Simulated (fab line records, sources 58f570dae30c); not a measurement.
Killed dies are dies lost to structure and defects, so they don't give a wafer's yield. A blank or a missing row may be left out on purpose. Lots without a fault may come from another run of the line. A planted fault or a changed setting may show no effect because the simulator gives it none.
Which tool did it? | flow berkeley_cmos170 | 13 lots, 39 wafers sampled, at 3 steps of a route of 331

WHAT THE GAUGES READ, wafer by wafer
UCB170_NVT_OVL_MEAS_06.
lot  | measured     | on         | NVT_OVL (nm)
L592 | day 5 20:00  | overlay-01 | 7 7 1
L595 | day 6 13:27  | overlay-02 | -12 -10 -14
L596 | day 6 13:38  | overlay-02 | -3 9 8
L594 | day 6 13:44  | overlay-01 | 5 6 3
L597 | day 7 02:38  | overlay-02 | - - -
L603 | day 8 03:27  | overlay-02 | -12 -7 -7
L606 | day 9 01:10  | overlay-01 | -5 -6 -5
L607 | day 9 01:27  | overlay-01 | 6 11 -4
L610 | day 9 07:23  | overlay-01 | 1 -11 -5
L609 | day 9 07:26  | overlay-02 | -11 -12 -13
L608 | day 9 07:40  | overlay-01 | -4 -4 -7
L612 | day 10 10:56 | overlay-02 | 2 8 -2
L614 | day 10 14:48 | overlay-01 | -21 -15 -2

UCB170_NVT_TW_MEAS_09.
lot  | measured     | on            | NVT_TW
L592 | day 5 20:17  | film_metro-02 | 527 524 526
L595 | day 6 13:44  | film_metro-04 | 532 534 533
L596 | day 6 13:55  | film_metro-03 | 524 524 526
L594 | day 6 14:01  | film_metro-03 | 527 523 525
L597 | day 7 02:56  | film_metro-03 | 30 30 30
L603 | day 8 03:44  | film_metro-04 | 534 532 534
L606 | day 9 01:28  | film_metro-03 | 528 527 528
L607 | day 9 01:44  | film_metro-03 | 525 528 528
L610 | day 9 07:40  | film_metro-02 | 519 519 523
L609 | day 9 07:44  | film_metro-03 | 526 527 529
L608 | day 9 07:57  | film_metro-02 | 520 521 519
L612 | day 10 11:14 | film_metro-04 | 535 533 538
L614 | day 10 15:05 | film_metro-02 | 520 519 519

WHICH TOOL RAN EACH LOT (tool, then ch and the chambers of the sampled wafers, then the start)
lot  | UCB170_NVT_EXPOSE_03
L592 | krf_scanner-01 ch 0, day 5 19:35
L595 | krf_scanner-02 ch 0, day 6 12:43
L596 | krf_scanner-02 ch 0, day 6 12:52
L594 | krf_scanner-01 ch 0, day 6 13:19
L597 | krf_scanner-02 ch 0, day 7 02:16
L603 | krf_scanner-01 ch 0, day 8 02:43
L606 | krf_scanner-01 ch 0, day 9 00:18
L607 | krf_scanner-02 ch 0, day 9 00:34
L610 | krf_scanner-02 ch 0, day 9 06:35
L609 | krf_scanner-01 ch 0, day 9 06:50
L608 | krf_scanner-01 ch 0, day 9 06:58
L612 | krf_scanner-02 ch 0, day 10 09:52
L614 | krf_scanner-02 ch 0, day 10 14:25
- UCB170_NVT_EXPOSE_03: exposes mask PWELL, target cd 3000 nm.

WHAT THE TOOLS THEMSELVES READ (means of the sampled wafers that have a number; where no wafer has one, the mark that the record gives instead)
UCB170_NVT_EXPOSE_03.
lot  | tool           | focus_offset_nm (nm)
L592 | krf_scanner-01 | -0.1
L595 | krf_scanner-02 | -0.1
L596 | krf_scanner-02 | 0.5
L594 | krf_scanner-01 | -0.1
L597 | krf_scanner-02 | 0.2
L603 | krf_scanner-01 | -0.4
L606 | krf_scanner-01 | -0.7
L607 | krf_scanner-02 | -0.6
L610 | krf_scanner-02 | 0.2
L609 | krf_scanner-01 | -0.3
L608 | krf_scanner-01 | 0.3
L612 | krf_scanner-02 | 0.5
L614 | krf_scanner-02 | 0.9

THE ANSWER, worked out from the rows above alone
Rule: what is usual is taken from the lots themselves. Put in order of their means at a reading, lots are off if they are a third of the lots or fewer, leave a main group of 4 or more, and stand apart from it by a gap of 3 or more times the standard deviation of the main group's means; of several such gaps the widest counts. A main group whose means are all the same, to the digits that the tables above print for the reading, isn't used. A lot without any number at a reading at which 4 lots or more have one is off too. The other lots that the step has rows for count as sound. The gauges are gone through in route order, then the tools' own readings, and for those a lot's mean is taken as printed above. The first step at which some lot is off is used, and at that step the reading that is off furthest; a lot without a number counts as furthest.
Off: L597, at UCB170_NVT_OVL_MEAS_06 (NVT_OVL). Without a number there: L597. The main group: mean -3 nm, standard deviation 6.9.
A tool fits if, at a process step before that reading, it ran every lot that is off, and no sound lot after the first of them. The gauges at UCB170_NVT_OVL_MEAS_06 aren't tried: what is off there is off at UCB170_NVT_TW_MEAS_09 too, on other tools, and a gauge's error can't cause that. None of those tried fits.

WHAT THE SIMULATOR HAD PUT IN
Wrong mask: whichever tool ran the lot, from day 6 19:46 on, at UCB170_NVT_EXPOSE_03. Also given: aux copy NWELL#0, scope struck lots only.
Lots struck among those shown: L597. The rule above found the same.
